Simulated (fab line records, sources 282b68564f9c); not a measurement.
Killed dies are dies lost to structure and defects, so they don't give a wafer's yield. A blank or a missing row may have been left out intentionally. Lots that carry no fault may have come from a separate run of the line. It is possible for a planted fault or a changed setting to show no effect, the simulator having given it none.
Which tool is to blame?    flow rit-cmos    42 wafers from 14 lots sampled at 2 of the route's 202 steps

WHAT EACH GAUGE READ, for each wafer
RIT_GATE_THK_MEAS_09. Usual: GATE_POLY_THK 251.8 nm, standard deviation 2.1.
lot   measured     on             GATE_POLY_THK (nm)  flag
L234  day 2 14:12  film-metro-04  253.4 254.2 252.4   
L235  day 2 21:19  film-metro-03  247.1 247.9 250.4   
L236  day 3 03:11  film-metro-02  255.1 254.7 253.8   
L237  day 3 06:37  film-metro-02  255.1 253.3 252.9   
L238  day 3 10:49  film-metro-03  252.0 251.0 250.5   
L240  day 3 22:17  film-metro-03  250.6 250.1 249.6   
L241  day 4 10:27  film-metro-02  246.4 245.8 245.6   
L242  day 4 11:11  film-metro-03  249.9 250.4 252.0   
L243  day 4 13:26  film-metro-04  251.7 250.8 251.9   
L244  day 4 19:39  film-metro-04  253.8 250.1 250.7   
L246  day 5 04:13  film-metro-03  253.6 252.5 253.8   
L248  day 5 13:43  film-metro-04  309.1 307.9 310.3   OFF
L249  day 5 20:44  film-metro-02  309.1 309.6 310.6   OFF
L254  day 6 20:45  film-metro-03  254.8 251.8 252.6   

EACH LOT AND THE TOOL THAT RAN IT (in order: tool; ch and the chambers of the sampled wafers; start)
lot   RIT_GATE_CVD_08
L234  lpcvd-02 ch 1, day 2 12:35
L235  lpcvd-02 ch 1, day 2 19:42
L236  lpcvd-02 ch 0, day 3 01:33
L237  lpcvd-02 ch 1, day 3 04:59
L238  lpcvd-02 ch 0, day 3 09:13
L240  lpcvd-02 ch 1, day 3 20:41
L241  lpcvd-01 ch 0, day 4 08:50
L242  lpcvd-02 ch 0, day 4 09:34
L243  lpcvd-02 ch 0, day 4 11:49
L244  lpcvd-02 ch 0, day 4 18:01
L246  lpcvd-02 ch 0, day 5 02:36
L248  lpcvd-02 ch 0, day 5 12:05
L249  lpcvd-02 ch 0, day 5 19:08
L254  lpcvd-01 ch 0, day 6 19:08
- RIT_GATE_CVD_08: deposits poly-Si from SiH4, target thk 250 nm, time 2220 s.

AS READ BY THE TOOLS THEMSELVES (means over the sampled wafers that have a number; for cases with no such wafer, the mark the record gives instead)
RIT_GATE_CVD_08. Usual: pressure-mtorr at 299.8 mTorr, with a standard deviation of 0.65.
lot   tool      pressure-mtorr (mTorr)  flag
L234  lpcvd-02  299.7                   
L235  lpcvd-02  299.9                   
L236  lpcvd-02  300.2                   
L237  lpcvd-02  299.1                   
L238  lpcvd-02  299.5                   
L240  lpcvd-02  299.0                   
L241  lpcvd-01  299.7                   
L242  lpcvd-02  299.3                   
L243  lpcvd-02  299.6                   
L244  lpcvd-02  299.8                   
L246  lpcvd-02  299.0                   
L248  lpcvd-02  449.2                   OFF
L249  lpcvd-02  449.9                   OFF
L254  lpcvd-01  300.5                   

THE ANSWER, worked out from the rows above alone
Rule: take the mean of a lot's wafers that have a number; if it is more than 3 standard deviations from the usual mean, the lot is off. A lot without any number at a reading at which 4 lots or more have one is off too. All remaining lots with rows at the step are treated as sound. First the gauges in route order, then the tools' own readings, where a lot's mean is used as printed above. At the first step where some lot is off, the reading lying furthest off is the one used; lots without a number count as furthest.
Off: L248, L249, seen at RIT_GATE_THK_MEAS_09 (GATE_POLY_THK).
A tool fits if, at a process step before that reading, it ran every lot that is off, and no sound lot after the first of them. Not tried: the gauges at RIT_GATE_THK_MEAS_09; whatever is off there is also off at RIT_GATE_CVD_08, on other tools, and gauge error can't account for it. One candidate fits, namely lpcvd-02 at RIT_GATE_CVD_08. A fault onset in the window from L246 (day 5 02:36, its last sound lot) to L248 (day 5 12:05, its first lot off) fits.
The tool's own readings at RIT_GATE_CVD_08 bear it out: on the lots that are off they differ by more than 5 times the standard deviation of the sound lots' means. pressure-mtorr reads 449.5 mTorr there against 299.6 mTorr on the sound lots.

WHAT WAS PUT IN BY THE SIMULATOR
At RIT_GATE_CVD_08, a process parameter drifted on lpcvd-02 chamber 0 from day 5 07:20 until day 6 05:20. The setting pressure-mtorr was moved by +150, starting from 300. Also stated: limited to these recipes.
Shown lots that were struck: L248, L249. Same finding as the rule above.
